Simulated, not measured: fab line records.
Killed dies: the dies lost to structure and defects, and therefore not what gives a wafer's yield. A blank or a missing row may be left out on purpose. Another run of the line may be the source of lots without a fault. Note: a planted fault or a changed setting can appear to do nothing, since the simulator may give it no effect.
Comparing a struck lot with a sound one	flow rit cmos	6 steps out of a route of 202
Sound: these wafers, L762.2, L762.5, L762.6. Wafers struck: L770.2, L770.4, L770.5. At the end, the cause is stated.
Per side, at each step with rows, come the tool, then ch with its chambers, and then its first start. Under that, the readings that differ: sound wafers	struck wafers	difference of the means	sigmas: that difference in standard deviations of wafers without a fault.
alike: readings whose means differ by less than 2 such deviations, and words and numbers that are the same on both sides. not compared: withheld readings, readings that some wafer has no value for, bounds like >300 that may hide the same value, and numbers for which the record gives no deviation and whose values overlap.
The two part at a step that has a row with sigmas, a row that says differs or no value, or rows on one side only. Non-overlapping numbers with no deviation appear without sigmas and do not part them. A reading that every wafer of one side lacks parts them only if that side has two wafers or more.

RIT_ACTIVE_BOW_MEAS_00:
  sound on film metro-04 at day 3 02:01; struck on film metro-04 at day 4 18:01
  alike: INCOMING_BOW
then, 1 step without rows for these wafers: RIT_ACTIVE_OXIDATION_01 (target thk 46.8 nm, ox time 3360 s).
RIT_ACTIVE_THK_MEAS_02:
  sound on film metro-03 at day 3 04:04; struck on film metro-03 at day 4 20:44
  alike: ACTIVE_OXIDE_THK
RIT_ACTIVE_CVD_03: deposits Si3N4 from SiH2Cl2/NH3, target thk 150 nm, time 1500 s.
  sound on lpcvd-02 ch 0, day 3 04:07; struck on lpcvd-02 ch 1, day 4 23:05
  alike: zone power centre pct, zone power source pct
RIT_ACTIVE_THK_MEAS_04:
  sound on film metro-01 at day 3 05:32; struck on film metro-04 at day 5 01:27
reading	sound	struck	difference	sigmas
ACTIVE_NITRIDE_THK (nm)	150.3 150.2 149.6	302.9 302.9 301.8	+152.5	+99 or more
RIT_M1_PROBE_99:
  the record has rows for the sound wafers here (prober-01, day 5 03:40) and none for the struck ones

## WHERE THEY PART
Earliest at RIT_ACTIVE_THK_MEAS_04; latest, in this record, at RIT_M1_PROBE_99.

WHY: what had been put in by the simulator
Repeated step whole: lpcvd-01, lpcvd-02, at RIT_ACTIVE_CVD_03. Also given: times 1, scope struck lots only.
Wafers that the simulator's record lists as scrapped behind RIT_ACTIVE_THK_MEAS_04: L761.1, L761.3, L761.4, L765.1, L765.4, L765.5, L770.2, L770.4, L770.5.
